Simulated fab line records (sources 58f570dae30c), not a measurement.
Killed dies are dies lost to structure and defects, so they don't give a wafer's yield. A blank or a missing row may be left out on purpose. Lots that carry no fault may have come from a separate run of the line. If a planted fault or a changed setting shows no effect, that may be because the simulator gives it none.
Which tool is to blame? + flow berkeley cmos170 + 14 lots, 42 wafers sampled, at 4 steps of a route of 331

WHAT THE GAUGES READ, wafer by wafer
UCB170_V1_THK_MEAS_04.
| lot  | measured     | on            | V1_POLISHED_THK (nm) |
|------|--------------|---------------|----------------------|
| L943 | day 7 07:06  | film metro-01 | 998.0 998.4 998.5    |
| L944 | day 7 22:34  | film metro-01 | 998.5 998.9 1001.5   |
| L946 | day 7 22:32  | film metro-04 | 998.3 996.7 997.2    |
| L947 | day 7 22:50  | film metro-04 | 997.9 997.7 997.6    |
| L945 | day 7 22:50  | film metro-02 | 1000.4 999.6 1002.4  |
| L948 | day 8 06:23  | film metro-02 | 1000.5 999.5 999.9   |
| L949 | day 9 03:14  | film metro-01 | 1000.4 999.9 1000.7  |
| L951 | day 9 10:55  | film metro-04 | 1000.0 998.1 999.9   |
| L956 | day 10 08:59 | film metro-04 | 999.2 999.4 999.5    |
| L957 | day 10 20:05 | film metro-04 | 999.2 1000.9 996.8   |
| L958 | day 10 19:48 | film metro-01 | 997.3 1000.2 1002.1  |
| L959 | day 11 02:41 | film metro-04 | 1000.1 1000.6 1000.6 |
| L961 | day 11 15:32 | film metro-04 | 997.3 998.6 998.1    |
| L963 | day 11 21:41 | film metro-04 | 1000.7 999.7 998.1   |

EACH LOT AND THE TOOL THAT RAN IT (in order: tool; ch and the chambers of the sampled wafers; start)
| lot  | UCB170_SDANNEAL_RTA_00           | UCB170_SILICIDE_SPUTTER_01   | UCB170_M1_ETCH_11                  |
|------|----------------------------------|------------------------------|------------------------------------|
| L943 | rtp anneal-01 ch 0, day 6 14:23  | pvd sputter-02, day 6 15:03  | rie diel-02 ch 0,2, day 6 23:35    |
| L944 | rtp anneal-01 ch 0, day 7 04:58  | pvd sputter-04, day 7 05:37  | rie diel-02 ch 0,1,2, day 7 12:08  |
| L946 | rtp anneal-02 ch 0, day 7 05:11  | pvd sputter-02, day 7 05:51  | rie diel-01 ch 0,1,2, day 7 12:38  |
| L947 | rtp anneal-01 ch 0, day 7 05:25  | pvd sputter-03, day 7 06:05  | rie diel-04 ch 0,1, day 7 12:53    |
| L945 | rtp anneal-02 ch 0, day 7 05:40  | pvd sputter-04, day 7 06:20  | rie diel-01 ch 1,2,3, day 7 13:34  |
| L948 | rtp anneal-01 ch 0, day 7 16:37  | pvd sputter-02, day 7 17:16  | rie diel-02 ch 1,3, day 8 01:06    |
| L949 | rtp anneal-01 ch 0, day 8 14:37  | pvd sputter-02, day 8 15:19  | rie diel-01 ch 1,2,3, day 8 22:55  |
| L951 | rtp anneal-01 ch 0, day 8 20:01  | pvd sputter-03, day 8 20:42  | rie diel-02 ch 0,1,2, day 9 06:53  |
| L956 | rtp anneal-02 ch 0, day 9 16:52  | pvd sputter-02, day 9 17:31  | rie diel-01 ch 0,3, day 10 04:23   |
| L957 | rtp anneal-02 ch 0, day 10 04:55 | pvd sputter-02, day 10 05:35 | rie diel-02 ch 1,2, day 10 12:44   |
| L958 | rtp anneal-01 ch 0, day 10 04:56 | pvd sputter-04, day 10 05:35 | rie diel-04 ch 1,2,3, day 10 12:35 |
| L959 | rtp anneal-01 ch 0, day 10 15:40 | pvd sputter-04, day 10 16:27 | rie diel-01 ch 0,1,3, day 10 23:07 |
| L961 | rtp anneal-02 ch 0, day 10 22:10 | pvd sputter-03, day 10 22:50 | rie diel-04 ch 2,3, day 11 10:26   |
| L963 | rtp anneal-02 ch 0, day 11 08:01 | pvd sputter-04, day 11 08:41 | rie diel-04 ch 1,2,3, day 11 14:55 |
- UCB170_SDANNEAL_RTA_00: time 10 s.
- UCB170_SILICIDE_SPUTTER_01: material Ti, target thk 30 nm, time 25 s.
- UCB170_M1_ETCH_11: etches BARC in N2/H2.

WHAT THE TOOLS THEMSELVES READ (means of the sampled wafers that have a number; where no wafer has one, the mark that the record gives instead)
UCB170_SDANNEAL_RTA_00.
| lot  | tool          | lamp power pct (%) | wafer_temp_C_max |
|------|---------------|--------------------|------------------|
| L943 | rtp anneal-01 | 21                 | 904.7            |
| L944 | rtp anneal-01 | 21                 | 905.0            |
| L946 | rtp anneal-02 | 27                 | 904.7            |
| L947 | rtp anneal-01 | 21                 | 905.1            |
| L945 | rtp anneal-02 | 27                 | 904.0            |
| L948 | rtp anneal-01 | 21                 | 904.4            |
| L949 | rtp anneal-01 | 21                 | 905.1            |
| L951 | rtp anneal-01 | 21                 | 904.4            |
| L956 | rtp anneal-02 | 27                 | 904.9            |
| L957 | rtp anneal-02 | 27                 | 903.7            |
| L958 | rtp anneal-01 | 21                 | 904.5            |
| L959 | rtp anneal-01 | 21                 | 905.9            |
| L961 | rtp anneal-02 | 27                 | 904.3            |
| L963 | rtp anneal-02 | 27                 | 905.2            |

UCB170_SILICIDE_SPUTTER_01.
| lot  | tool           | chamber pressure pa (Pa) | throttle valve pct (%) |
|------|----------------|--------------------------|------------------------|
| L943 | pvd sputter-02 | 0.4998                   | 29.8                   |
| L944 | pvd sputter-04 | 0.4990                   | 29.6                   |
| L946 | pvd sputter-02 | 0.5003                   | 30.3                   |
| L947 | pvd sputter-03 | 0.4999                   | 29.5                   |
| L945 | pvd sputter-04 | 0.5001                   | 29.7                   |
| L948 | pvd sputter-02 | 0.4996                   | 29.2                   |
| L949 | pvd sputter-02 | 0.5002                   | 29.9                   |
| L951 | pvd sputter-03 | 0.5000                   | 29.7                   |
| L956 | pvd sputter-02 | 0.4998                   | 29.8                   |
| L957 | pvd sputter-02 | 0.5000                   | 29.7                   |
| L958 | pvd sputter-04 | 0.4996                   | 30.3                   |
| L959 | pvd sputter-04 | 0.4998                   | 29.5                   |
| L961 | pvd sputter-03 | 0.4995                   | 29.5                   |
| L963 | pvd sputter-04 | 0.4999                   | 29.7                   |

UCB170_M1_ETCH_11.
| lot  | tool        | drypump motor current A (A) | h2 flow sccm (sccm) | oes product au (a.u.) | throttle valve pct (%) |
|------|-------------|-----------------------------|---------------------|-----------------------|------------------------|
| L943 | rie diel-02 | 5.5                         | 199.3               | 1.017                 | 13.41                  |
| L944 | rie diel-02 | 5.4                         | 199.2               | 1.013                 | 13.20                  |
| L946 | rie diel-01 | 5.6                         | 199.4               | 1.006                 | 13.36                  |
| L947 | rie diel-04 | 6.1                         | 200.3               | 0.979                 | 13.25                  |
| L945 | rie diel-01 | 5.9                         | 199.6               | 1.023                 | 13.38                  |
| L948 | rie diel-02 | 5.7                         | 200.4               | 1.000                 | 13.37                  |
| L949 | rie diel-01 | 5.9                         | 200.0               | 1.033                 | 13.37                  |
| L951 | rie diel-02 | 5.4                         | 199.9               | 0.793                 | 13.20                  |
| L956 | rie diel-01 | 6.0                         | 199.9               | 0.983                 | 13.50                  |
| L957 | rie diel-02 | 5.4                         | 199.8               | 0.794                 | 12.99                  |
| L958 | rie diel-04 | 6.2                         | 199.8               | 0.998                 | 13.41                  |
| L959 | rie diel-01 | 6.1                         | 199.8               | 1.004                 | 13.48                  |
| L961 | rie diel-04 | 6.2                         | 200.2               | 1.010                 | 13.43                  |
| L963 | rie diel-04 | 6.2                         | 200.2               | 1.000                 | 13.43                  |

THE ANSWER, worked out from the rows above alone
Rule: usual is defined by the lots themselves. The widest of any qualifying gaps counts: lots, ordered by their means at a reading, are off when they make up no more than a third of the lots, leave a main group of 4 or more, and stand apart from it by 3 or more times the standard deviation of that group's means. Not used: any main group whose means are identical at the precision the tables above print for the reading. A lot without any number at a reading at which 4 lots or more have one is off too. The other lots that the step has rows for count as sound. The gauges are gone through in route order, then the tools' own readings, and for those a lot's mean is taken as printed above. The first step at which some lot is off is used, and at that step the reading that is off furthest; a lot without a number counts as furthest.
Off: L951, L957, at UCB170_M1_ETCH_11 (oes product au). For the main group the mean is 1.006 a.u. and the standard deviation 0.015.
A tool fits if, at that step or a process step before it, it ran every lot that is off, and no sound lot after the first of them. One candidate fits, namely rie diel-02 at UCB170_M1_ETCH_11. Its last sound lot is L948 (day 8 01:06), its first lot that is off L951 (day 9 06:53): a fault that began between those two fits.
The tool's own readings at UCB170_M1_ETCH_11 bear it out: on the lots that are off they differ by more than 5 times the standard deviation of the sound lots' means. oes product au reads 0.794 a.u. there against 1.006 a.u. on the sound lots.

WHAT THE SIMULATOR HAD INSERTED
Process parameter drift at UCB170_M1_ETCH_11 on rie diel-02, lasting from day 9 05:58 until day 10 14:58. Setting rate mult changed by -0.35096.
Lots struck among those shown: L951, L957. The rule above reached the same finding.
